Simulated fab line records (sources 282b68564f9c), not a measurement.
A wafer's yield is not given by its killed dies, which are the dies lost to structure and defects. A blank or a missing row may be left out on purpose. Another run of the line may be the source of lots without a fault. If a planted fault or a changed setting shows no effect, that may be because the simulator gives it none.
fab line records	flow rit_cmos
record lots=14	wafers=42	last_day=8
route steps=202 shown GATE@83 NLDD@113 SDANNEAL@153 SILICIDE@167 M1@202
lots with no fault: from the same line, run without faults
start_h: start of the lot's first displayed wafer, in hours after the record's first day	wait_h: hours from the lot's prior step to this one	" as in the row above	L1.1+2: a row that stands for several wafers	- no value, or no start given	* or withheld: withheld	< > ~ a bound
route shown NAME@n: NAME is a module with steps in the file, n the number in the route of the first one	usual: mean/standard deviation taken from wafers without a fault	same: alike in all rows	chamber/n: place in a boat	sites: each site's reading	_std_site: how widely they spread, as a standard deviation	_edge_site: outer sites' mean less inner sites'	radius_mm: for every site, how far away it sits from the centre of the wafer	mask NAME#n: copy n	behind: the tool/chamber that last shaped the wafer	hold: why the lot went on hold/how many hours it stayed there/how the hold came to an end	device: transistor that didn't switch, given as n, p or np	end of line: the tests these same wafers got at the end of their route	a step with no rows: only its recipe	killed: the dies lost at the first sort to structure and to defects; this is not the yield of the wafer	map: shows each die of a wafer: x if killed, . if not, _ if none is there
set.NAME: the setting the step ran with; set.NAME@STEP: the setting that earlier step ran with	model.NAME: the simulator's own value behind a step, which no gauge read
route steps across a sampled set of lots; one table per step, one row per wafer
## steps
# step RIT_GATE_THK_MEAS_07
# recipe reads=SiO2_of_GATE_OXIDATION_05
# usual GATE_OXIDE_THK=2.80/0.061
lot.wafer	tool	chamber	start_h	wait_h	GATE_OXIDE_THK[nm]
L752.3	film_metro-01	-	42.91	0.0	2.69
L752.5	"	-	"	"	2.70
L752.6	"	-	"	"	2.69
L753.1	film_metro-01	-	48.24	0.0	2.75
L753.3	"	-	"	"	2.74
L753.6	"	-	"	"	2.80
L754.1	film_metro-02	-	53.57	0.0	2.83
L754.2	"	-	"	"	2.86
L754.5	"	-	"	"	2.79
L755.3	film_metro-01	-	55.35	0.0	2.82
L755.4	"	-	"	"	2.80
L755.6	"	-	"	"	2.80
L756.2	film_metro-02	-	61.39	0.0	2.86
L756.5	"	-	"	"	2.79
L756.6	"	-	"	"	2.90
L757.3	film_metro-02	-	70.56	0.0	2.87
L757.5	"	-	"	"	2.85
L757.6	"	-	"	"	2.82
L760.2	film_metro-03	-	82.32	0.0	2.77
L760.4	"	-	"	"	2.82
L760.5	"	-	"	"	2.85
L761.3	film_metro-02	-	91.03	0.0	2.77
L761.5	"	-	"	"	2.81
L761.6	"	-	"	"	2.78
L766.3	film_metro-01	-	126.46	0.0	2.74
L766.4	"	-	"	"	2.81
L766.6	"	-	"	"	2.76
L768.1	film_metro-01	-	134.78	0.0	2.77
L768.3	"	-	"	"	2.80
L768.6	"	-	"	"	2.82
L770.1	film_metro-03	-	137.75	0.0	2.75
L770.4	"	-	"	"	2.73
L770.6	"	-	"	"	2.69
L772.1	film_metro-03	-	151.15	0.0	2.74
L772.5	"	-	"	"	2.74
L772.6	"	-	"	"	2.76
L771.2	film_metro-01	-	151.16	0.0	2.76
L771.4	"	-	"	"	2.78
L771.5	"	-	"	"	2.75
L774.1	film_metro-01	-	152.16	0.0	2.75
L774.2	"	-	"	"	2.78
L774.3	"	-	"	"	2.81
# step RIT_NLDD_TW_MEAS_10
# usual NLDD_TW=2524/14
lot.wafer	tool	chamber	start_h	wait_h	NLDD_TW
L752.3	film_metro-04	-	52.54	0.1	2504
L752.5	"	-	"	"	2502
L752.6	"	-	"	"	2513
L753.1	film_metro-04	-	58.71	0.1	2516
L753.3	"	-	"	"	2512
L753.6	"	-	"	"	2518
L754.1	film_metro-04	-	62.55	0.1	2535
L754.2	"	-	"	"	2516
L754.5	"	-	"	"	2504
L755.3	film_metro-04	-	64.86	0.1	2510
L755.4	"	-	"	"	2519
L755.6	"	-	"	"	2530
L756.2	film_metro-01	-	71.90	0.1	2511
L756.5	"	-	"	"	2515
L756.6	"	-	"	"	2512
L757.3	film_metro-04	-	82.56	0.1	2529
L757.5	"	-	"	"	2524
L757.6	"	-	"	"	2548
L760.2	film_metro-04	-	91.10	0.1	2544
L760.4	"	-	"	"	2538
L760.5	"	-	"	"	2554
L761.3	film_metro-01	-	102.81	0.1	2510
L761.5	"	-	"	"	2519
L761.6	"	-	"	"	2532
L766.3	film_metro-04	-	135.94	0.1	2535
L766.4	"	-	"	"	2553
L766.6	"	-	"	"	2543
L768.1	film_metro-04	-	149.21	0.1	2523
L768.3	"	-	"	"	2519
L768.6	"	-	"	"	2539
L770.1	film_metro-04	-	149.44	0.1	2542
L770.4	"	-	"	"	2536
L770.6	"	-	"	"	2521
L772.1	film_metro-04	-	159.07	0.1	2517
L772.5	"	-	"	"	2532
L772.6	"	-	"	"	2514
L771.2	film_metro-01	-	161.81	0.1	2510
L771.4	"	-	"	"	2517
L771.5	"	-	"	"	2506
L774.1	film_metro-04	-	162.06	0.1	2529
L774.2	"	-	"	"	2512
L774.3	"	-	"	"	2534
# step RIT_SDANNEAL_CLEAN_00
# recipe chemistry=SC1	mix=3:3:50	time_s=600	temp_c=75
lot.wafer	tool	chamber	start_h	wait_h
L752.3+5+6	wet_bench-04	1	60.20	0.0
L753.1+3+6	wet_bench-01	2	65.85	0.1
L754.1+2+5	wet_bench-01	2	69.69	0.1
L755.3+4+6	wet_bench-02	2	72.39	0.0
L756.2+5+6	wet_bench-02	0	78.97	0.0
L757.3+5+6	wet_bench-02	2	89.73	0.0
L760.2+4+5	wet_bench-02	0	102.57	0.0
L761.3+5+6	wet_bench-02	1	109.85	0.0
L766.3+4+6	wet_bench-02	0	144.66	0.0
L768.1+3+6	wet_bench-01	3	157.83	0.1
L770.1+4+6	wet_bench-01	3	158.29	0.1
L772.1+5+6	wet_bench-04	3	166.52	0.1
L771.2+4+5	wet_bench-02	0	169.18	0.0
L774.1+2+3	wet_bench-04	2	171.17	0.1
# step RIT_SILICIDE_RTA_06
# recipe temp_c=750	time_s=10	idle_temp_c=25	ramp_up_s=5	ramp_down_s=10	cool_to_c=25	ambient=N2
# usual wafer_temp_C_max=753.8/0.76
lot.wafer	tool	chamber	start_h	wait_h	wafer_temp_C_max
L752.3	rtp_anneal-02	0	61.72	0.0	754.4
L752.5	"	0	"	"	753.3
L752.6	"	0	"	"	754.0
L753.1	rtp_anneal-01	0	67.29	0.0	754.2
L753.3	"	0	"	"	753.5
L753.6	"	0	"	"	754.7
L754.1	rtp_anneal-02	0	71.06	0.0	754.1
L754.2	"	0	"	"	753.4
L754.5	"	0	"	"	753.9
L755.3	rtp_anneal-01	0	73.80	0.0	754.0
L755.4	"	0	"	"	753.9
L755.6	"	0	"	"	754.5
L756.2	rtp_anneal-02	0	80.34	0.0	753.7
L756.5	"	0	"	"	752.9
L756.6	"	0	"	"	753.1
L757.3	rtp_anneal-01	0	91.13	0.0	753.4
L757.5	"	0	"	"	753.8
L757.6	"	0	"	"	754.1
L760.2	rtp_anneal-02	0	103.94	0.0	753.6
L760.4	"	0	"	"	753.3
L760.5	"	0	"	"	753.2
L761.3	rtp_anneal-01	0	111.25	0.0	755.0
L761.5	"	0	"	"	754.1
L761.6	"	0	"	"	755.5
L766.3	rtp_anneal-02	0	146.04	0.0	753.6
L766.4	"	0	"	"	752.7
L766.6	"	0	"	"	754.1
L768.1	rtp_anneal-02	0	159.22	0.0	754.1
L768.3	"	0	"	"	753.2
L768.6	"	0	"	"	754.0
L770.1	rtp_anneal-02	0	159.70	0.0	753.1
L770.4	"	0	"	"	752.4
L770.6	"	0	"	"	753.5
L772.1	rtp_anneal-01	0	168.26	0.0	754.5
L772.5	"	0	"	"	753.7
L772.6	"	0	"	"	753.9
L771.2	rtp_anneal-01	0	170.73	0.0	754.7
L771.4	"	0	"	"	754.2
L771.5	"	0	"	"	753.7
L774.1	rtp_anneal-02	0	172.72	0.0	753.0
L774.2	"	0	"	"	754.4
L774.3	"	0	"	"	753.7
# step RIT_M1_PROBE_99
# usual killed_at_contacts=0.1/0.28	killed_at_front_end=7.1/2.8	killed_dies=7.1/2.9	killed_on_rim=1.9/1.5	killed_open=3.4/2	killed_short=3.6/2.1
# same gross_dies=264	killed_at_M0_to_M3=0	killed_at_M4_up=0	killed_at_back_side=0	killed_at_other=0
lot.wafer	tool	chamber	start_h	wait_h	killed_at_contacts	killed_at_front_end	killed_dies	killed_on_rim	killed_open	killed_short
L752.3	prober-02	-	68.45	0.2	0	6	6	0	4	2
L752.5	prober-02	-	68.55	0.2	1	7	8	1	6	2
L752.6	prober-02	-	68.60	0.2	0	8	8	0	8	0
L753.1	prober-01	-	73.79	0.1	0	5	5	1	2	3
L753.3	prober-01	-	73.89	0.2	1	8	9	2	6	3
L753.6	prober-01	-	74.04	0.2	0	8	8	0	2	6
L754.1	prober-02	-	77.60	0.1	0	10	10	1	5	5
L754.2	prober-02	-	77.65	0.1	0	15	15	1	7	8
L754.5	prober-02	-	77.80	0.2	0	13	13	4	6	7
L755.3	prober-01	-	80.33	0.2	0	2	2	0	2	0
L755.4	prober-01	-	80.38	0.2	0	6	6	2	3	3
L755.6	prober-01	-	80.48	0.2	0	11	11	2	4	7
L756.2	prober-02	-	87.64	0.1	0	3	3	1	0	3
L756.5	prober-02	-	87.79	0.2	0	11	11	3	8	3
L756.6	prober-02	-	87.84	0.2	0	7	7	3	4	3
L757.3	prober-01	-	97.67	0.2	0	8	8	4	3	5
L757.5	prober-01	-	97.77	0.2	0	3	3	1	2	1
L757.6	prober-01	-	97.82	0.2	0	8	8	4	5	3
L760.2	prober-02	-	110.55	0.1	0	5	5	1	1	2
L760.4	prober-02	-	110.65	0.2	0	3	3	2	1	0
L760.5	prober-02	-	110.70	0.2	0	8	8	3	3	5
L761.3	prober-01	-	118.97	0.2	0	8	8	2	1	6
L761.5	prober-01	-	119.07	0.2	1	3	4	1	1	1
L761.6	prober-01	-	119.12	0.2	0	8	8	2	5	2
L766.3	prober-02	-	152.87	0.2	0	6	6	1	1	5
L766.4	prober-02	-	152.92	0.2	0	11	11	1	5	5
L766.6	prober-02	-	153.02	0.2	0	8	8	4	6	1
L768.1	prober-02	-	166.60	0.1	0	33	33	1	4	0
L768.3	prober-02	-	166.70	0.2	0	27	27	2	2	4
L768.6	prober-02	-	166.85	0.2	0	27	27	2	2	2
L770.1	prober-01	-	168.10	0.1	0	35	35	2	3	1
L770.4	prober-01	-	168.25	0.2	0	32	32	1	3	4
L770.6	prober-01	-	168.35	0.2	0	28	28	3	2	4
L772.1	prober-01	-	175.00	0.1	0	8	8	0	2	6
L772.5	prober-01	-	175.20	0.2	0	7	7	3	4	3
L772.6	prober-01	-	175.25	0.2	0	3	3	0	0	3
L771.2	prober-02	-	177.50	0.1	0	11	11	1	7	4
L771.4	prober-02	-	177.60	0.2	0	9	9	1	3	6
L771.5	prober-02	-	177.65	0.2	0	11	11	4	6	5
L774.1	prober-02	-	180.45	0.1	0	7	7	4	3	4
L774.2	prober-02	-	180.50	0.1	0	8	8	2	3	5
L774.3	prober-02	-	180.55	0.2	0	12	12	3	5	7
# killed by level:class
L752.3 GATE:geometric_particle:open=2 FOX1:geometric_particle:open=1 GATE:geometric_particle:short=1 SPACER:geometric_particle:open=1 SILICIDE:geometric_particle:short=1
L752.5 FOX1:geometric_particle:open=2 GATE:geometric_particle:open=2 GATE:geometric_particle:short=1 REOX:geometric_particle:short=1 SPACER:geometric_particle:open=1 CONTACT:geometric_particle:open=1
L752.6 GATE:geometric_particle:open=4 FOX1:geometric_particle:open=1 FOX2:geometric_particle:open=1 REOX:geometric_particle:open=1 SILICIDE:geometric_particle:open=1
L753.1 FOX1:geometric_particle:short=1 FOX2:geometric_particle:open=1 GATE:geometric_particle:short=1 REOX:geometric_particle:open=1 SILICIDE:geometric_particle:short=1
L753.3 FOX2:geometric_particle:open=2 FOX2:geometric_particle:short=1 GATE:geometric_particle:short=1 GATE:geometric_particle:open=1 REOX:geometric_particle:short=1 SPACER:geometric_particle:open=1 SILICIDE:geometric_particle:open=1 CONTACT:geometric_particle:open=1
L753.6 GATE:geometric_particle:short=4 SPACER:geometric_particle:open=2 SPACER:geometric_particle:short=1 SILICIDE:geometric_particle:short=1
L754.1 SPACER:geometric_particle:short=3 SPACER:geometric_particle:open=2 FOX2:geometric_particle:short=1 FOX2:geometric_particle:open=1 REOX:geometric_particle:open=1 REOX:geometric_particle:short=1 SILICIDE:geometric_particle:open=1
L754.2 GATE:geometric_particle:open=5 SILICIDE:geometric_particle:short=4 FOX1:geometric_particle:short=1 FOX2:geometric_particle:short=1 FOX2:geometric_particle:open=1 REOX:geometric_particle:short=1 REOX:geometric_particle:open=1 SPACER:geometric_particle:short=1
L754.5 GATE:geometric_particle:open=4 GATE:geometric_particle:short=3 FOX1:geometric_particle:short=2 REOX:geometric_particle:short=2 FOX1:geometric_particle:open=1 SILICIDE:geometric_particle:open=1
L755.3 FOX1:geometric_particle:open=1 SPACER:geometric_particle:open=1
L755.4 GATE:geometric_particle:short=3 FOX1:geometric_particle:open=1 GATE:geometric_particle:open=1 SPACER:geometric_particle:open=1
L755.6 GATE:geometric_particle:short=6 GATE:geometric_particle:open=3 FOX1:geometric_particle:open=1 REOX:geometric_particle:short=1
L756.2 FOX2:geometric_particle:short=1 GATE:geometric_particle:short=1 SPACER:geometric_particle:short=1
L756.5 FOX2:geometric_particle:open=4 SPACER:geometric_particle:open=2 SILICIDE:geometric_particle:open=2 FOX2:geometric_particle:short=1 GATE:geometric_particle:short=1 SILICIDE:geometric_particle:short=1
L756.6 FOX1:geometric_particle:open=2 GATE:geometric_particle:open=2 FOX1:geometric_particle:short=1 GATE:geometric_particle:short=1 SILICIDE:geometric_particle:short=1
L757.3 FOX1:geometric_particle:short=3 REOX:geometric_particle:open=2 FOX2:geometric_particle:short=1 SPACER:geometric_particle:open=1 SILICIDE:geometric_particle:short=1
L757.5 GATE:geometric_particle:open=2 REOX:geometric_particle:short=1
L757.6 SPACER:geometric_particle:open=3 REOX:geometric_particle:short=2 FOX1:geometric_particle:open=1 GATE:geometric_particle:open=1 SPACER:geometric_particle:short=1
L760.2 NRETRO:coat_microbubble_printed=2 GATE:geometric_particle:short=1 SILICIDE:geometric_particle:open=1 SILICIDE:geometric_particle:short=1
L760.4 NRETRO:coat_microbubble_printed=2 FOX2:geometric_particle:open=1
L760.5 GATE:geometric_particle:short=3 FOX1:geometric_particle:short=2 SPACER:geometric_particle:open=2 SILICIDE:geometric_particle:open=1
L761.3 FOX2:geometric_particle:short=2 SPACER:geometric_particle:short=2 FOX1:geometric_particle:short=1 GATE:geometric_particle:short=1 SILICIDE:geometric_particle:open=1 NSD:coat_microbubble_printed=1
L761.5 NSD:coat_microbubble_printed=2 SPACER:geometric_particle:open=1 CONTACT:geometric_particle:short=1
L761.6 FOX1:geometric_particle:open=2 FOX2:geometric_particle:open=1 REOX:geometric_particle:open=1 REOX:geometric_particle:short=1 SPACER:geometric_particle:open=1 SPACER:geometric_particle:short=1 NSD:coat_microbubble_printed=1
L766.3 GATE:geometric_particle:short=2 ACTIVE:geometric_particle:short=1 REOX:geometric_particle:open=1 REOX:geometric_particle:short=1 SILICIDE:geometric_particle:short=1
L766.4 REOX:geometric_particle:open=4 GATE:geometric_particle:short=2 REOX:geometric_particle:short=2 FOX2:geometric_particle:short=1 GATE:geometric_particle:open=1 PRETRO:coat_microbubble_printed=1
L766.6 GATE:geometric_particle:open=2 SILICIDE:geometric_particle:open=2 FOX1:geometric_particle:open=1 REOX:geometric_particle:open=1 SPACER:geometric_particle:short=1 PRETRO:coat_microbubble_printed=1
L768.1 SDANNEAL:unspecified=29 FOX1:geometric_particle:open=2 GATE:geometric_particle:open=1 REOX:geometric_particle:open=1
L768.3 SDANNEAL:unspecified=21 SILICIDE:geometric_particle:short=2 GATE:geometric_particle:open=1 GATE:geometric_particle:short=1 REOX:geometric_particle:short=1 SILICIDE:geometric_particle:open=1
L768.6 SDANNEAL:unspecified=23 SILICIDE:geometric_particle:open=2 FOX1:geometric_particle:short=1 GATE:geometric_particle:short=1
L770.1 SDANNEAL:unspecified=31 FOX1:geometric_particle:open=1 FOX2:geometric_particle:open=1 GATE:geometric_particle:short=1 GATE:geometric_particle:open=1
L770.4 SDANNEAL:unspecified=25 GATE:geometric_particle:short=3 GATE:geometric_particle:open=2 SPACER:geometric_particle:short=1 SPACER:geometric_particle:open=1
L770.6 SDANNEAL:unspecified=22 SILICIDE:geometric_particle:short=2 FOX1:geometric_particle:short=1 FOX2:geometric_particle:short=1 GATE:geometric_particle:open=1 REOX:geometric_particle:open=1
L772.1 GATE:geometric_particle:short=3 FOX2:geometric_particle:short=2 GATE:geometric_particle:open=1 REOX:geometric_particle:open=1 REOX:geometric_particle:short=1
L772.5 GATE:geometric_particle:open=2 FOX2:geometric_particle:open=1 FOX2:geometric_particle:short=1 GATE:geometric_particle:short=1 REOX:geometric_particle:open=1 SILICIDE:geometric_particle:short=1
L772.6 GATE:geometric_particle:short=2 SILICIDE:geometric_particle:short=1
L771.2 GATE:geometric_particle:open=3 GATE:geometric_particle:short=3 SILICIDE:geometric_particle:open=3 FOX1:geometric_particle:open=1 FOX2:geometric_particle:short=1
L771.4 GATE:geometric_particle:short=4 GATE:geometric_particle:open=3 FOX2:geometric_particle:short=1 SPACER:geometric_particle:short=1
L771.5 GATE:geometric_particle:short=4 GATE:geometric_particle:open=3 SPACER:geometric_particle:open=2 FOX2:geometric_particle:open=1 SILICIDE:geometric_particle:short=1
L774.1 SPACER:geometric_particle:short=3 REOX:geometric_particle:open=2 REOX:geometric_particle:short=1 SPACER:geometric_particle:open=1
L774.2 FOX1:geometric_particle:short=3 FOX1:geometric_particle:open=1 GATE:geometric_particle:open=1 REOX:geometric_particle:short=1 SPACER:geometric_particle:open=1 SILICIDE:geometric_particle:short=1
L774.3 GATE:geometric_particle:short=4 GATE:geometric_particle:open=2 REOX:geometric_particle:open=2 SPACER:geometric_particle:short=2 FOX1:geometric_particle:open=1 REOX:geometric_particle:short=1
## key
first_sign step=RIT_M1_PROBE_99	reading=killed_at_front_end	direction=up	sigmas=8.2	usual=7.1	struck=30.3
effect step=RIT_M1_PROBE_99	reading=killed_dies	direction=up	sigmas=8.1	usual=7.1	struck=30.3
met_at RIT_SDANNEAL_CLEAN_00
struck_lots L768,L770
tester_left_out L768,L770
not_acting_at RIT_GATE_THK_MEAS_07,RIT_NLDD_TW_MEAS_10,RIT_SILICIDE_RTA_06
onset_between 69.69 157.83
fault kind=chamber_particle_source	tool=wet_bench-01	chamber=-	onset_h=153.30	steps=RIT_SDANNEAL_CLEAN_00	rate_per_visit_cm2=0.44777	end_h=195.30
# tester_left_out: of these lots the tester's yield and bins aren't shown, on N5 and GAA mostly nor the transistor test; their killed dies are dies lost to structure and defects alone, not to doping, threshold or leakage, so they don't give the yield
